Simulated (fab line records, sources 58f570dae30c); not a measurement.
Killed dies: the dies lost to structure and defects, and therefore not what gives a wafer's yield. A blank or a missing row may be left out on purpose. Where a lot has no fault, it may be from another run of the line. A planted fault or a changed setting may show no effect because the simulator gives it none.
Which tool did it? :: flow berkeleyCmos170 :: 7 lots with 21 wafers sampled at 3 steps, on a route of 331 steps

== WHAT THE GAUGES SHOWED, per wafer ==
UCB170_SDANNEAL_RS_MEAS_05: measurement is done with a four-point probe.
lot: L888
measured: day 7 09:29
on: filmMetro-04
NLDD_RS (ohm/sq): 614.4 615.3 615.5

lot: L891
measured: day 8 01:31
on: filmMetro-01
NLDD_RS (ohm/sq): 614.5 614.3 614.1

lot: L895
measured: day 8 14:04
on: filmMetro-01
NLDD_RS (ohm/sq): 614.2 612.9 613.3

lot: L898
measured: day 9 04:47
on: filmMetro-01
NLDD_RS (ohm/sq): 614.7 615.0 617.0

lot: L907
measured: day 10 12:12
on: filmMetro-04
NLDD_RS (ohm/sq): 617.4 618.3 617.3

lot: L909
measured: day 10 20:19
on: filmMetro-03
NLDD_RS (ohm/sq): 617.4 615.3 617.1

== WHICH TOOL RAN EACH LOT (tool, then ch and the chambers of the sampled wafers, then the start) ==
lot: L888
UCB170_BACKSIDE_STRIP_03: plasmaAsher-04 ch 0,1, day 7 08:43
UCB170_SDANNEAL_RTA_00: rtpAnneal-01 ch 0, day 7 09:00

lot: L891
UCB170_BACKSIDE_STRIP_03: plasmaAsher-03 ch 0,1, day 8 00:44
UCB170_SDANNEAL_RTA_00: rtpAnneal-01 ch 0, day 8 01:01

lot: L895
UCB170_BACKSIDE_STRIP_03: plasmaAsher-03 ch 1, day 8 13:17
UCB170_SDANNEAL_RTA_00: rtpAnneal-02 ch 0, day 8 13:34

lot: L896
UCB170_BACKSIDE_STRIP_03: plasmaAsher-03 ch 0,1, day 9 03:33
UCB170_SDANNEAL_RTA_00: -

lot: L898
UCB170_BACKSIDE_STRIP_03: plasmaAsher-01 ch 0,1, day 9 03:53
UCB170_SDANNEAL_RTA_00: rtpAnneal-02 ch 0, day 9 04:10

lot: L907
UCB170_BACKSIDE_STRIP_03: plasmaAsher-03 ch 0, day 10 11:14
UCB170_SDANNEAL_RTA_00: rtpAnneal-02 ch 0, day 10 11:43

lot: L909
UCB170_BACKSIDE_STRIP_03: plasmaAsher-04 ch 0,1, day 10 19:32
UCB170_SDANNEAL_RTA_00: rtpAnneal-01 ch 0, day 10 19:49
- UCB170_BACKSIDE_STRIP_03: strips in O2.
- UCB170_SDANNEAL_RTA_00: time 10 s.

== THE ANSWER, worked out from the rows above alone ==
Rule: the lots themselves supply what counts as usual. The widest of any qualifying gaps counts: lots, ordered by their means at a reading, are off when they make up no more than a third of the lots, leave a main group of 4 or more, and stand apart from it by 3 or more times the standard deviation of that group's means. The tables above print the reading to a certain number of digits; a main group whose means all agree to those digits is not used. A lot without any number at a reading at which 4 lots or more have one is off too. All remaining lots with rows at the step are treated as sound.
Across all readings shown, no lot is off: no conclusion can be drawn from this.

== WHAT THE SIMULATOR PUT IN ==
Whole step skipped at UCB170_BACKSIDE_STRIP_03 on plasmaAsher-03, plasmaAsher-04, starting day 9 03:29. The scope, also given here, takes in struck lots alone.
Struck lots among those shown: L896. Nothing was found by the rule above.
